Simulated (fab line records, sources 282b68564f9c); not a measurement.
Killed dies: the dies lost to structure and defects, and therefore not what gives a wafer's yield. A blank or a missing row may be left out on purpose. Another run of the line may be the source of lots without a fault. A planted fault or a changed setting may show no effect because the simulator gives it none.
fab line records ; flow rit_cmos
[record] lots = 7; wafers = 21; last_day = 7
route steps=202 shown PRETRO@72 GATE@75 FOX2@80 M1@202
lots untouched by any fault: they come from a run of this same line in which no faults occurred
start_h: hours from the record's opening day to when the first of the lot's shown wafers began ; wait_h: hours since the lot's step before ; " repeats the value in the row above ; L1.1+2: several wafers, shown together as one row ; - no value, or no start was given ; * or withheld: withheld ; < > ~ a bound
route shown NAME@n: names a module that has steps shown in the file, with the first one's number in the route ; usual: average and standard deviation across the fault-free wafers ; same: alike in all rows ; chamber/n: place in a boat ; sites: the reading at each site ; _std_site: how widely they spread, as a standard deviation ; _edge_site: mean of outer sites minus mean of inner sites ; radius_mm: for every site, how far away it sits from the centre of the wafer ; mask NAME#n: copy n ; behind: tool/chamber where the wafer was last shaped ; hold: why the lot went on hold/how many hours it stayed there/how the hold came to an end ; device: which transistor (n, p or np) failed to switch ; end of line: the route-end tests of the same wafers ; a step given without rows: its recipe and nothing more ; killed: at the first sort, the dies lost to defects and structure; wafer yield is something else ; map: dies across one wafer; x = killed, . = not, _ = none there
set.NAME: the setting that was run; set.NAME@STEP: the one run at that earlier step ; model.NAME: the simulator's own value behind a step, which no gauge read
lots seen at some steps along the route; tables by step, rows by wafer
services: the hour from which a tool's chamber was out of use, counted from the record's first day as start_h (under 0 if before that day), plus the number of hours and why
[[steps]]
[step RIT_PRETRO_IMPLANT_08]
[recipe] species = B; energy_kev = 45; dose_cm2 = 1.2e+13; tilt_deg = 7
[step RIT_PRETRO_STRIP_09]
[recipe] chemistry = O2; time_s = 180; resist = NOVOLAK; platen_temp_c = withheld; power_w = 500; pressure_mtorr = 4000; o2_flow_sccm = 4000
[usual] drypump_motor_current_A = 5.8/0.47
lot.wafer;tool;chamber;start_h;wait_h;drypump_motor_current_A;rf_hours_counter_h
L319.3;plasma_asher-01;0;58.86;0.1;5.1;-
L319.5;plasma_asher-01;0;58.86;0.1;5.1;-
L319.6;plasma_asher-01;1;58.86;0.1;6.3;-
L325.1;plasma_asher-01;1;87.33;0.1;6.2;45
L325.2;plasma_asher-01;0;87.33;0.1;5.1;45
L325.6;plasma_asher-01;1;87.33;0.1;6.2;-
L328.2;plasma_asher-03;0;104.12;0.1;5.9;31
L328.4;plasma_asher-03;0;104.12;0.1;5.9;-
L328.5;plasma_asher-03;1;104.12;0.1;5.8;-
L330.1;plasma_asher-02;0;113.15;0.1;6.3;48
L330.2;plasma_asher-02;1;113.15;0.1;5.9;48
L330.4;plasma_asher-02;0;113.15;0.1;6.4;-
L331.2;plasma_asher-01;1;117.81;0.1;6.3;49
L331.4;plasma_asher-01;0;117.81;0.1;5.0;-
L331.5;plasma_asher-01;0;117.81;0.1;5.1;-
L332.1;plasma_asher-03;0;123.95;0.1;6.0;33
L332.3;plasma_asher-03;0;123.95;0.1;5.9;-
L332.4;plasma_asher-03;1;123.95;0.1;5.8;-
L333.1;plasma_asher-01;1;128.04;0.1;6.3;50
L333.3;plasma_asher-01;1;128.04;0.1;6.3;-
L333.4;plasma_asher-01;0;128.04;0.1;5.0;-
[step RIT_PRETRO_TW_MEAS_10]
[usual] PRETRO_TW = 472/3.4
lot.wafer;tool;chamber;start_h;wait_h;PRETRO_TW
L319.3;film_metro-01;-;59.00;0.1;470
L319.5;film_metro-01;-;59.00;0.1;471
L319.6;film_metro-01;-;59.00;0.1;471
L325.1;film_metro-02;-;87.50;0.1;470
L325.2;film_metro-02;-;87.50;0.1;469
L325.6;film_metro-02;-;87.50;0.1;471
L328.2;film_metro-02;-;104.31;0.1;469
L328.4;film_metro-02;-;104.31;0.1;471
L328.5;film_metro-02;-;104.31;0.1;471
L330.1;film_metro-01;-;113.32;0.1;469
L330.2;film_metro-01;-;113.32;0.1;468
L330.4;film_metro-01;-;113.32;0.1;468
L331.2;film_metro-01;-;118.00;0.1;472
L331.4;film_metro-01;-;118.00;0.1;471
L331.5;film_metro-01;-;118.00;0.1;471
L332.1;film_metro-02;-;124.12;0.1;472
L332.3;film_metro-02;-;124.12;0.1;474
L332.4;film_metro-02;-;124.12;0.1;473
L333.1;film_metro-02;-;128.22;0.1;473
L333.3;film_metro-02;-;128.22;0.1;474
L333.4;film_metro-02;-;128.22;0.1;472
[step RIT_GATE_WET_ETCH_00]
[recipe] chemistry = BOE; target = SiO2; target_depth_nm = 56; time_s = 60; dry = n2_spin; dilution = 10:1; temp_c = 21.5
[step RIT_GATE_CLEAN_01]
[recipe] chemistry = SC1; mix = 3:3:50; time_s = 600; temp_c = 75
[step RIT_GATE_CLEAN_02]
[recipe] chemistry = dHF; dilution = 50:1; time_s = 30
[step RIT_GATE_CLEAN_03]
[recipe] chemistry = SC2; mix = 3:3:50; time_s = 600; temp_c = 75; dry = n2_spin
[step RIT_GATE_CLEAN_04]
[recipe] chemistry = dHF; dilution = 50:1; time_s = 60; dry = n2_spin
[step RIT_FOX2_THK_MEAS_91]
[recipe] reads = SiO2_of_FOX2_OXIDATION_00
[usual] FIELD_OXIDE_LEFT_2_THK = 255/7.3
lot.wafer;tool;chamber;start_h;wait_h;FIELD_OXIDE_LEFT_2_THK[nm]
L319.3;film_metro-01;-;59.47;0.0;259
L319.5;film_metro-01;-;59.47;0.0;261
L319.6;film_metro-01;-;59.47;0.0;262
L325.1;film_metro-01;-;88.01;0.0;251
L325.2;film_metro-01;-;88.01;0.0;254
L325.6;film_metro-01;-;88.01;0.0;254
L328.2;film_metro-02;-;104.80;0.0;251
L328.4;film_metro-02;-;104.80;0.0;249
L328.5;film_metro-02;-;104.80;0.0;248
L330.1;film_metro-02;-;113.80;0.0;239
L330.2;film_metro-02;-;113.80;0.0;241
L330.4;film_metro-02;-;113.80;0.0;234
L331.2;film_metro-03;-;118.48;0.0;253
L331.4;film_metro-03;-;118.48;0.0;256
L331.5;film_metro-03;-;118.48;0.0;253
L332.1;film_metro-02;-;124.60;0.0;259
L332.3;film_metro-02;-;124.60;0.0;262
L332.4;film_metro-02;-;124.60;0.0;260
L333.1;film_metro-03;-;128.73;0.0;255
L333.3;film_metro-03;-;128.73;0.0;264
L333.4;film_metro-03;-;128.73;0.0;260
[step RIT_GATE_OXIDATION_05]
[recipe] temp_c = 900; ambient = O2; target_thk_a = 30; ox_time_s = 270
[step RIT_GATE_ANNEAL_06]
[recipe] temp_c = 900; time_s = 600; ambient = N2O
[step RIT_GATE_THK_MEAS_07]
[recipe] reads = SiO2_of_GATE_OXIDATION_05
[usual] GATE_OXIDE_THK = 3.02/0.07
lot.wafer;tool;chamber;start_h;wait_h;GATE_OXIDE_THK[nm]
L319.3;film_metro-02;-;63.09;0.0;3.03
L319.5;film_metro-02;-;63.09;0.0;3.04
L319.6;film_metro-02;-;63.09;0.0;2.98
L325.1;film_metro-03;-;89.46;0.0;3.08
L325.2;film_metro-03;-;89.46;0.0;3.10
L325.6;film_metro-03;-;89.46;0.0;2.98
L328.2;film_metro-02;-;108.19;0.0;3.06
L328.4;film_metro-02;-;108.19;0.0;3.04
L328.5;film_metro-02;-;108.19;0.0;3.06
L330.1;film_metro-02;-;117.30;0.0;2.98
L330.2;film_metro-02;-;117.30;0.0;3.02
L330.4;film_metro-02;-;117.30;0.0;2.98
L331.2;film_metro-01;-;120.07;0.0;3.18
L331.4;film_metro-01;-;120.07;0.0;3.08
L331.5;film_metro-01;-;120.07;0.0;3.14
L332.1;film_metro-03;-;127.94;0.0;2.96
L332.3;film_metro-03;-;127.94;0.0;2.95
L332.4;film_metro-03;-;127.94;0.0;2.97
L333.1;film_metro-01;-;130.58;0.0;2.95
L333.3;film_metro-01;-;130.58;0.0;2.99
L333.4;film_metro-01;-;130.58;0.0;3.05
[step RIT_GATE_CVD_08]
[recipe] material = poly-Si; target_thk_nm = 250; temp_c = 610; precursor = SiH4; time_s = 2220; pressure_mtorr = 300; sih4_flow_sccm = 100
[usual] sih4_flow_sccm = 99.93/0.28
lot.wafer;tool;chamber;start_h;wait_h;sih4_flow_sccm;model.poly-Si_of_GATE_CVD_08.thk_nm
L319.3;lpcvd-01;1;63.13;0.0;100.12;247.9
L319.5;lpcvd-01;1;63.13;0.0;100.10;249
L319.6;lpcvd-01;1;63.13;0.0;100.12;247.9
L325.1;lpcvd-01;1;89.52;0.1;99.92;246.4
L325.2;lpcvd-01;1;89.52;0.1;99.80;246.6
L325.6;lpcvd-01;1;89.52;0.1;99.93;247.5
L328.2;lpcvd-02;1;108.24;0.0;100.04;253
L328.4;lpcvd-02;1;108.24;0.0;99.98;254.7
L328.5;lpcvd-02;1;108.24;0.0;99.77;255.1
L330.1;lpcvd-01;0;117.36;0.1;99.86;385.1
L330.2;lpcvd-01;0;117.36;0.1;99.79;386.4
L330.4;lpcvd-01;0;117.36;0.1;99.54;386.1
L331.2;lpcvd-01;0;120.12;0.0;99.93;384.1
L331.4;lpcvd-01;0;120.12;0.0;100.09;382.8
L331.5;lpcvd-01;0;120.12;0.0;100.11;383.4
L332.1;lpcvd-01;0;128.00;0.1;100.19;390.8
L332.3;lpcvd-01;0;128.00;0.1;100.06;390.6
L332.4;lpcvd-01;0;128.00;0.1;99.91;391.5
L333.1;lpcvd-02;0;131.09;0.5;99.76;251.4
L333.3;lpcvd-02;0;131.09;0.5;99.98;250.3
L333.4;lpcvd-02;0;131.09;0.5;99.66;250.3
[step RIT_GATE_THK_MEAS_09]
[recipe] reads = poly-Si_of_GATE_CVD_08
[usual] GATE_POLY_THK = 249.4/2.6
lot.wafer;tool;chamber;start_h;wait_h;GATE_POLY_THK[nm]
L319.3;film_metro-01;-;64.77;0.0;247.9
L319.5;film_metro-01;-;64.77;0.0;249.1
L319.6;film_metro-01;-;64.77;0.0;247.7
L325.1;film_metro-02;-;91.14;0.0;246.2
L325.2;film_metro-02;-;91.14;0.0;246.5
L325.6;film_metro-02;-;91.14;0.0;247.5
L328.2;film_metro-01;-;109.87;0.0;253.0
L328.4;film_metro-01;-;109.87;0.0;254.8
L328.5;film_metro-01;-;109.87;0.0;255.2
L330.1;film_metro-01;-;118.98;0.0;385.2
L330.2;film_metro-01;-;118.98;0.0;386.6
L330.4;film_metro-01;-;118.98;0.0;386.3
L331.2;film_metro-02;-;121.75;0.0;383.9
L331.4;film_metro-02;-;121.75;0.0;383.1
L331.5;film_metro-02;-;121.75;0.0;383.2
L332.1;film_metro-02;-;129.62;0.0;390.7
L332.3;film_metro-02;-;129.62;0.0;390.8
L332.4;film_metro-02;-;129.62;0.0;391.4
L333.1;film_metro-02;-;132.70;0.0;251.4
L333.3;film_metro-02;-;132.70;0.0;250.2
L333.4;film_metro-02;-;132.70;0.0;250.4
[step RIT_GATE_HMDS_10]
[recipe] prime_time_s = 60; prime_temp_c = 140
[step RIT_GATE_COAT_11]
[recipe] resist = NOVOLAK; spin_rpm = 4250; resist_thk_nm = 850
[step RIT_GATE_SOFTBAKE_12]
[recipe] resist = NOVOLAK; temp_c = 90; time_s = 60
[step RIT_GATE_EXPOSE_13]
[recipe] mask_id = M6; na = 0.6; source_shape = conventional; sigma_outer = 0.6; target_cd_nm = 150; dose_mj = 380
[step RIT_GATE_PEB_14]
[recipe] resist = NOVOLAK; temp_c = withheld; time_s = withheld
[step RIT_GATE_DEVELOP_15]
[recipe] resist = NOVOLAK; develop_time_s = 50; dev_temp_c = 23
[step RIT_GATE_CD_MEAS_16]
[recipe] target_cd_nm = 150
[usual] cd_nm = 150.7/2.5
lot.wafer;tool;chamber;start_h;wait_h;cd_nm
L319.3;cd_sem-02;-;65.84;-;152.8
L319.5;cd_sem-02;-;65.84;-;152.9
L319.6;cd_sem-02;-;65.84;-;152.0
L325.1;cd_sem-02;-;92.05;-;146.2
L325.2;cd_sem-02;-;92.05;-;145.7
L325.6;cd_sem-02;-;92.05;-;147.4
L328.2;cd_sem-02;-;110.79;-;148.6
L328.4;cd_sem-02;-;110.79;-;148.7
L328.5;cd_sem-02;-;110.79;-;146.5
L330.1;cd_sem-02;-;120.08;-;151.0
L330.2;cd_sem-02;-;120.08;-;151.4
L330.4;cd_sem-02;-;120.08;-;149.5
L331.2;cd_sem-02;-;122.79;-;152.8
L331.4;cd_sem-02;-;122.79;-;154.9
L331.5;cd_sem-02;-;122.79;-;154.1
L332.1;cd_sem-02;-;130.66;-;148.6
L332.3;cd_sem-02;-;130.66;-;150.8
L332.4;cd_sem-02;-;130.66;-;150.9
L333.1;cd_sem-01;-;133.61;-;147.6
L333.3;cd_sem-01;-;133.61;-;147.2
L333.4;cd_sem-01;-;133.61;-;146.2
[step RIT_GATE_OVL_MEAS_17]
[usual] GATE_OVL = 0.1/1.5
lot.wafer;tool;chamber;start_h;wait_h;GATE_OVL[nm]
L319.3;overlay-02;-;65.93;0.1;1.0
L319.5;overlay-02;-;65.93;0.1;0.7
L319.6;overlay-02;-;65.93;0.1;0.5
L325.1;overlay-02;-;92.17;0.1;-0.8
L325.2;overlay-02;-;92.17;0.1;-2.5
L325.6;overlay-02;-;92.17;0.1;-2.6
L328.2;overlay-02;-;110.89;0.1;-0.7
L328.4;overlay-02;-;110.89;0.1;-0.2
L328.5;overlay-02;-;110.89;0.1;-0.6
L330.1;overlay-02;-;120.20;0.1;1.8
L330.2;overlay-02;-;120.20;0.1;1.8
L330.4;overlay-02;-;120.20;0.1;0.7
L331.2;overlay-01;-;122.90;0.1;-0.9
L331.4;overlay-01;-;122.90;0.1;-0.4
L331.5;overlay-01;-;122.90;0.1;-0.1
L332.1;overlay-02;-;130.78;0.1;0.9
L332.3;overlay-02;-;130.78;0.1;0.0
L332.4;overlay-02;-;130.78;0.1;0.0
L333.1;overlay-02;-;133.73;0.1;-1.0
L333.3;overlay-02;-;133.73;0.1;0.8
L333.4;overlay-02;-;133.73;0.1;0.8
[step RIT_GATE_HARDBAKE_18]
[recipe] resist = NOVOLAK; temp_c = 140; time_s = 60
[step RIT_GATE_ETCH_19]
[recipe] chemistry = SF6/CHF3/O2; time_s = 165; SF6_flow_sccm = 30; CHF3_flow_sccm = 30; O2_flow_sccm = 5; target = poly-Si; pressure_mtorr = 40; rf_w = 160; target_depth_a = 3125; over_etch_frac = 0.25; stop_on = SiO2
[usual] drypump_motor_current_A = 5.6/0.4; oes_product_au = 0.859/0.014; throttle_valve_pct = 10.25/0.11
lot.wafer;tool;chamber;start_h;wait_h;drypump_motor_current_A;oes_product_au;rf_hours_counter_h;throttle_valve_pct;model.etch.depth_nm;model.GATE.feature_depth_nm
L319.3;rie_si-02;1;66.10;0.1;5.3;0.864;42;10.25;247.9;247.9
L319.5;rie_si-02;1;66.10;0.1;5.3;0.854;-;10.23;249;249
L319.6;rie_si-02;2;66.10;0.1;5.3;0.869;-;10.30;247.9;247.9
L325.1;rie_si-02;1;92.36;0.1;5.3;0.851;42;10.24;246.4;246.4
L325.2;rie_si-02;3;92.36;0.1;5.0;0.866;2;10.18;246.6;246.6
L325.6;rie_si-02;1;92.36;0.1;5.3;0.859;-;10.24;247.5;247.5
L328.2;rie_si-01;3;111.07;0.1;5.8;0.881;132;10.40;253;253
L328.4;rie_si-01;1;111.07;0.1;5.5;0.862;0;10.11;254.7;254.7
L328.5;rie_si-01;3;111.07;0.1;5.8;0.882;-;10.40;255.1;255.1
L330.1;rie_si-01;3;120.39;0.1;5.8;0.986;132;10.41;296.6;296.6
L330.2;rie_si-01;0;120.39;0.1;6.1;0.989;82;10.28;307.9;307.9
L330.4;rie_si-01;2;120.39;0.1;5.8;0.961;2;10.35;298.5;298.5
L331.2;rie_si-02;3;123.08;0.1;5.0;1.068;2;10.20;324.5;324.5
L331.4;rie_si-02;2;123.08;0.1;5.3;1.019;90;10.30;305.6;305.6
L331.5;rie_si-02;0;123.08;0.1;6.1;1.026;-;10.05;316.9;316.9
L332.1;rie_si-01;3;130.96;0.1;5.8;0.996;133;10.40;299.4;299.4
L332.3;rie_si-01;1;130.96;0.1;5.5;0.985;0;10.10;309;309
L332.4;rie_si-01;0;130.96;0.1;6.1;0.974;83;10.30;306.4;306.4
L333.1;rie_si-02;1;134.03;0.1;5.3;0.860;43;10.24;251.4;251.4
L333.3;rie_si-02;3;134.03;0.1;5.0;0.874;2;10.18;250.3;250.3
L333.4;rie_si-02;2;134.03;0.1;5.3;0.886;90;10.31;250.3;250.3
[step RIT_GATE_STRIP_20]
[recipe] chemistry = O2; time_s = 180; resist = NOVOLAK; platen_temp_c = withheld; power_w = 500; pressure_mtorr = 4000; o2_flow_sccm = 4000
[usual] drypump_motor_current_A = 5.8/0.45
lot.wafer;tool;chamber;start_h;wait_h;drypump_motor_current_A;rf_hours_counter_h
L319.3;plasma_asher-01;1;66.27;0.1;6.3;-
L319.5;plasma_asher-01;0;66.27;0.1;5.1;-
L319.6;plasma_asher-01;1;66.27;0.1;6.3;-
L325.1;plasma_asher-04;1;92.47;0.1;5.5;44
L325.2;plasma_asher-04;0;92.47;0.1;6.2;44
L325.6;plasma_asher-04;0;92.47;0.1;6.2;-
L328.2;plasma_asher-01;1;111.18;0.1;6.3;48
L328.4;plasma_asher-01;1;111.18;0.1;6.3;-
L328.5;plasma_asher-01;0;111.18;0.1;5.0;-
L330.1;plasma_asher-01;0;120.50;0.1;5.0;50
L330.2;plasma_asher-01;1;120.50;0.1;6.3;50
L330.4;plasma_asher-01;1;120.50;0.1;6.2;-
L331.2;plasma_asher-03;0;123.19;0.1;6.0;33
L331.4;plasma_asher-03;1;123.19;0.1;5.8;-
L331.5;plasma_asher-03;0;123.19;0.1;6.0;-
L332.1;plasma_asher-04;0;131.07;0.1;6.2;1
L332.3;plasma_asher-04;0;131.07;0.1;6.2;-
L332.4;plasma_asher-04;1;131.07;0.1;5.5;-
L333.1;plasma_asher-04;0;134.14;0.1;6.2;2
L333.3;plasma_asher-04;1;134.14;0.1;5.5;-
L333.4;plasma_asher-04;0;134.14;0.1;6.2;-
[step RIT_M1_PROBE_99]
[usual] killed_at_contacts = 0.1/0.24; killed_at_front_end = 7/3.2; killed_dies = 7/3.2; killed_on_rim = 1.9/1.4; killed_open = 3.6/2.1; killed_short = 3.5/2
[same] gross_dies = 264; killed_at_M0_to_M3 = 0; killed_at_M4_up = 0; killed_at_back_side = 0; killed_at_other = 0
lot.wafer;tool;chamber;start_h;wait_h;killed_at_contacts;killed_at_front_end;killed_dies;killed_on_rim;killed_open;killed_short
L319.3;prober-01;-;86.39;0.2;0;10;10;3;4;6
L319.5;prober-01;-;86.49;0.2;0;3;3;0;1;2
L319.6;prober-01;-;86.54;0.2;0;6;6;1;2;4
L325.1;prober-01;-;112.94;0.1;0;6;6;2;1;5
L325.2;prober-01;-;112.99;0.1;0;9;9;1;4;5
L325.6;prober-01;-;113.19;0.2;1;10;11;4;5;6
L328.2;prober-02;-;131.83;0.1;0;11;11;3;6;5
L328.4;prober-02;-;131.93;0.2;0;5;5;1;4;1
L328.5;prober-02;-;131.98;0.2;0;6;6;2;2;4
L330.1;prober-02;-;142.41;0.1;0;264;264;70;1;3
L330.2;prober-02;-;142.46;0.1;0;264;264;70;4;1
L330.4;prober-02;-;142.56;0.2;1;263;264;70;6;4
L331.2;prober-01;-;143.96;0.1;0;264;264;70;2;5
L331.4;prober-01;-;144.06;0.2;0;264;264;70;6;2
L331.5;prober-01;-;144.11;0.2;0;264;264;70;2;5
L332.1;prober-02;-;152.42;0.1;0;264;264;70;6;1
L332.3;prober-02;-;152.52;0.2;0;264;264;70;2;5
L332.4;prober-02;-;152.57;0.2;0;264;264;70;2;3
L333.1;prober-01;-;155.88;0.1;0;8;8;1;5;3
L333.3;prober-01;-;155.98;0.2;0;6;6;2;3;3
L333.4;prober-01;-;156.03;0.2;0;7;7;2;3;4
// killed by level:class
L319.3 GATE:geometric_particle:short=4 GATE:geometric_particle:open=2 FOX1:geometric_particle:open=1 REOX:geometric_particle:short=1 SPACER:geometric_particle:short=1 SPACER:geometric_particle:open=1
L319.5 GATE:geometric_particle:short=2 FOX1:geometric_particle:open=1
L319.6 GATE:geometric_particle:open=2 FOX2:geometric_particle:short=1 GATE:geometric_particle:short=1 REOX:geometric_particle:short=1 SPACER:geometric_particle:short=1
L325.1 SPACER:geometric_particle:short=3 GATE:geometric_particle:short=2 GATE:geometric_particle:open=1
L325.2 GATE:geometric_particle:short=2 REOX:geometric_particle:open=2 SPACER:geometric_particle:open=2 REOX:geometric_particle:short=1 SPACER:geometric_particle:short=1 SILICIDE:geometric_particle:short=1
L325.6 GATE:geometric_particle:short=3 GATE:geometric_particle:open=2 SILICIDE:geometric_particle:open=2 FOX2:geometric_particle:short=1 SPACER:geometric_particle:short=1 SPACER:geometric_particle:open=1 CONTACT:geometric_particle:short=1
L328.2 GATE:geometric_particle:short=3 GATE:geometric_particle:open=2 REOX:geometric_particle:open=2 ACTIVE:geometric_particle:short=1 FOX2:geometric_particle:open=1 REOX:geometric_particle:short=1 SILICIDE:geometric_particle:open=1
L328.4 SPACER:geometric_particle:open=2 FOX1:geometric_particle:open=1 REOX:geometric_particle:open=1 SPACER:geometric_particle:short=1
L328.5 GATE:geometric_particle:short=2 FOX1:geometric_particle:open=1 FOX2:geometric_particle:short=1 GATE:geometric_particle:open=1 SPACER:geometric_particle:short=1
L330.1 GATE:area_etch=260 SPACER:geometric_particle:short=2 GATE:geometric_particle:short=1 GATE:geometric_particle:open=1
L330.2 GATE:area_etch=259 GATE:geometric_particle:open=3 FOX2:geometric_particle:open=1 SILICIDE:geometric_particle:short=1
L330.4 GATE:area_etch=254 GATE:geometric_particle:open=4 GATE:geometric_particle:short=1 REOX:geometric_particle:open=1 SPACER:geometric_particle:open=1 SPACER:geometric_particle:short=1 SILICIDE:geometric_particle:short=1 CONTACT:geometric_particle:short=1
L331.2 GATE:area_etch=257 GATE:geometric_particle:short=3 FOX1:geometric_particle:open=1 FOX1:geometric_particle:short=1 FOX2:geometric_particle:short=1 GATE:geometric_particle:open=1
L331.4 GATE:area_etch=256 REOX:geometric_particle:open=2 REOX:geometric_particle:short=2 FOX1:geometric_particle:open=1 FOX2:geometric_particle:open=1 GATE:geometric_particle:open=1 SPACER:geometric_particle:open=1
L331.5 GATE:area_etch=257 GATE:geometric_particle:short=3 FOX1:geometric_particle:open=2 SPACER:geometric_particle:short=2
L332.1 GATE:area_etch=257 GATE:geometric_particle:open=3 FOX1:geometric_particle:open=2 FOX2:geometric_particle:open=1 SPACER:geometric_particle:short=1
L332.3 GATE:area_etch=257 GATE:geometric_particle:short=4 FOX1:geometric_particle:short=1 FOX2:geometric_particle:open=1 SPACER:geometric_particle:open=1
L332.4 GATE:area_etch=259 FOX1:geometric_particle:open=1 GATE:geometric_particle:short=1 REOX:geometric_particle:short=1 REOX:geometric_particle:open=1 SPACER:geometric_particle:short=1
L333.1 GATE:geometric_particle:open=3 FOX1:geometric_particle:open=1 GATE:geometric_particle:short=1 REOX:geometric_particle:open=1 REOX:geometric_particle:short=1 SILICIDE:geometric_particle:short=1
L333.3 GATE:geometric_particle:open=3 GATE:geometric_particle:short=2 REOX:geometric_particle:short=1
L333.4 GATE:geometric_particle:short=4 FOX1:geometric_particle:open=1 FOX2:geometric_particle:open=1 GATE:geometric_particle:open=1
// map L330.1 (x killed, . not)
________xxxxxxx_______
_____xxxxxxxxxxxxx____
____xxxxxxxxxxxxxxx___
___xxxxxxxxxxxxxxxxx__
__xxxxxxxxxxxxxxxxxxx_
__xxxxxxxxxxxxxxxxxxx_
_xxxxxxxxxxxxxxxxxxxxx
_xxxxxxxxxxxxxxxxxxxxx
_xxxxxxxxxxxxxxxxxxxxx
_xxxxxxxxxxxxxxxxxxxxx
__xxxxxxxxxxxxxxxxxxx_
__xxxxxxxxxxxxxxxxxxx_
___xxxxxxxxxxxxxxxxx__
____xxxxxxxxxxxxxxx___
_____xxxxxxxxxxxxx____
________xxxxxxx_______
// map L331.2 (x killed, . not)
________xxxxxxx_______
_____xxxxxxxxxxxxx____
____xxxxxxxxxxxxxxx___
___xxxxxxxxxxxxxxxxx__
__xxxxxxxxxxxxxxxxxxx_
__xxxxxxxxxxxxxxxxxxx_
_xxxxxxxxxxxxxxxxxxxxx
_xxxxxxxxxxxxxxxxxxxxx
_xxxxxxxxxxxxxxxxxxxxx
_xxxxxxxxxxxxxxxxxxxxx
__xxxxxxxxxxxxxxxxxxx_
__xxxxxxxxxxxxxxxxxxx_
___xxxxxxxxxxxxxxxxx__
____xxxxxxxxxxxxxxx___
_____xxxxxxxxxxxxx____
________xxxxxxx_______
[[services]]
tool;chamber;start_h;hours;kind
rie_si-02;3;63.02;0.9;repair
rie_si-01;1;68.24;-;clean
rie_si-01;1;68.24;23.4;scheduled_down
rie_si-01;1;68.24;23.4;vent_cycle
lpcvd-01;-;91.45;0.5;repair
rie_si-02;0;92.27;17.3;repair
rie_si-02;3;100.43;4.9;repair
plasma_asher-04;-;108.75;9.0;pm
plasma_asher-04;0;108.75;9.0;vent_cycle
plasma_asher-04;1;108.75;9.0;vent_cycle
plasma_asher-03;-;109.64;4.5;repair
plasma_asher-04;0;117.75;-;clean
plasma_asher-04;1;117.75;-;clean
rie_si-01;2;122.60;3.7;repair
[[key]]
[first_sign] step = RIT_GATE_THK_MEAS_09; reading = GATE_POLY_THK; direction = up; sigmas = 52; usual = 249.4; struck = 386.8
[effect] step = RIT_GATE_ETCH_19; reading = oes_product_au; direction = up; sigmas = 10; usual = 0.859; struck = 1.000
[effect] step = RIT_M1_PROBE_99; reading = killed_at_front_end; direction = up; sigmas = 80; usual = 7; struck = 264
[model_effect] step = RIT_GATE_CVD_08; value = poly-Si_of_GATE_CVD_08.thk_nm; without = 250.2; struck = 386.8
[model_effect] step = RIT_GATE_ETCH_19; value = etch.depth_nm; without = 250.2; struck = 307.2
[more_kills_born_at] RIT_GATE_ETCH_19@rie_si-01 = 1546; RIT_GATE_ETCH_19@rie_si-02 = 770
met_at RIT_GATE_CVD_08
struck_wafers L330.1,L330.2,L330.4,L331.2,L331.4,L331.5,L332.1,L332.3,L332.4
later_rows_left_out L330.1,L330.2,L330.4,L331.2,L331.4,L331.5,L332.1,L332.3,L332.4
tester_left_out L330,L331,L332
[fault] kind = process_parameter_drift; tool = lpcvd-01; chamber = 0; onset_h = 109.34; steps = RIT_GATE_CVD_08; channel = target_thk_nm; offset = 136.56; shape = step; end_h = 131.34; acts_in = these_recipes_only; stated = 250
// tester_left_out: of these lots the tester's yield and bins aren't shown, on N5 and GAA mostly nor the transistor test; their killed dies are dies lost to structure and defects alone, not to doping, threshold or leakage, so they don't give the yield
// later_rows_left_out: the simulator's readings of these wafers behind a module that went badly wrong aren't trusted and aren't shown, but for the sort
